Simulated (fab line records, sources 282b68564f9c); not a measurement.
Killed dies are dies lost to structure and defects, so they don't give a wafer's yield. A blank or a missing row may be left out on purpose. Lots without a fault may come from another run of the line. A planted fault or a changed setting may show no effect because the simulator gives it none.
Tool commonality check | flow rit_cmos | 14 lots, 42 wafers sampled

WHY IT WAS OPENED
At RIT_FOX2_THK_MEAS_01 the reading FOX2_OXIDE_THK is flagged on 2 of 14 lots. Wafers without a fault read 350 nm, standard deviation 6.6.
Rule: a lot is flagged when every wafer of it that has a number lies more than 4 standard deviations from that mean, or none has a number. The other lots count as sound.

lot  | measured    | on            | FOX2_OXIDE_THK (nm), wafer by wafer | flag
L721 | day 1 21:08 | film_metro-03 | 352 350 350                         |
L723 | day 2 06:00 | film_metro-01 | 350 351 355                         |
L725 | day 2 15:48 | film_metro-04 | 355 355 363                         |
L727 | day 3 03:47 | film_metro-04 | 346 352 347                         |
L728 | day 3 07:50 | film_metro-01 | 351 349 352                         |
L729 | day 3 11:41 | film_metro-01 | 348 348 357                         |
L730 | day 3 20:45 | film_metro-01 | 364 361 361                         |
L731 | day 3 23:21 | film_metro-04 | 355 355 362                         |
L732 | day 4 02:10 | film_metro-01 | 342 344 343                         |
L733 | day 4 08:22 | film_metro-01 | 350 347 347                         |
L734 | day 4 13:07 | film_metro-04 | 345 341 344                         |
L735 | day 4 16:37 | film_metro-01 | 345 347 352                         |
L738 | day 5 09:07 | film_metro-01 | 517 514 510                         | FLAGGED
L739 | day 5 21:10 | film_metro-04 | 497 498 502                         | FLAGGED
The numbers of the flagged lots are 506 nm on average: +156 nm against the usual, or +24 standard deviations.

WHICH TOOL RAN EACH LOT
The record holds 1 process step before the reading, out of a route of 202 steps. In each cell: the tool, then ch and the chambers that the sampled wafers went through, then the start.
lot  | flag    | RIT_FOX2_OXIDATION_00
L721 |         | furnace-01 ch 0, day 1 19:49
L723 |         | furnace-04 ch 0, day 2 04:40
L725 |         | furnace-01 ch 0, day 2 14:29
L727 |         | furnace-04 ch 0, day 3 02:28
L728 |         | furnace-03 ch 0, day 3 06:31
L729 |         | furnace-04 ch 0, day 3 10:22
L730 |         | furnace-03 ch 0, day 3 19:26
L731 |         | furnace-04 ch 0, day 3 22:02
L732 |         | furnace-01 ch 0, day 4 00:51
L733 |         | furnace-03 ch 0, day 4 07:03
L734 |         | furnace-03 ch 0, day 4 11:48
L735 |         | furnace-03 ch 0, day 4 15:18
L738 | FLAGGED | furnace-03 ch 0, day 5 07:46
L739 | FLAGGED | furnace-03 ch 0, day 5 19:52
What these steps do:
- RIT_FOX2_OXIDATION_00: target thk 350.7 nm, ox time 1130 s.
- RIT_FOX2_THK_MEAS_01

FLAGGED OVER TOTAL, TOOL BY TOOL (the gauges that took the reading come last)
step                  | tool          | lots run | flagged | share of the flagged lots | sound lots run after its first flagged lot
RIT_FOX2_OXIDATION_00 | furnace-01    | 3        | 0       | none                      | -
RIT_FOX2_OXIDATION_00 | furnace-03    | 7        | 2       | all                       | 0
RIT_FOX2_OXIDATION_00 | furnace-04    | 4        | 0       | none                      | -
RIT_FOX2_THK_MEAS_01  | film_metro-01 | 8        | 1       | some                      | 0
RIT_FOX2_THK_MEAS_01  | film_metro-03 | 1        | 0       | none                      | -
RIT_FOX2_THK_MEAS_01  | film_metro-04 | 5        | 1       | some                      | 0

WHAT THE TABLE ALLOWS
1 row of the table ran every flagged lot: furnace-03 at RIT_FOX2_OXIDATION_00.
- furnace-03 at RIT_FOX2_OXIDATION_00: 2 of its 7 lots flagged. Its last sound lot is L735 (day 4 15:18), its first flagged lot L738 (day 5 07:46): a fault that began between those two fits.
One tool is left: furnace-03 at RIT_FOX2_OXIDATION_00.

WHAT THE SIMULATOR HAD PUT IN
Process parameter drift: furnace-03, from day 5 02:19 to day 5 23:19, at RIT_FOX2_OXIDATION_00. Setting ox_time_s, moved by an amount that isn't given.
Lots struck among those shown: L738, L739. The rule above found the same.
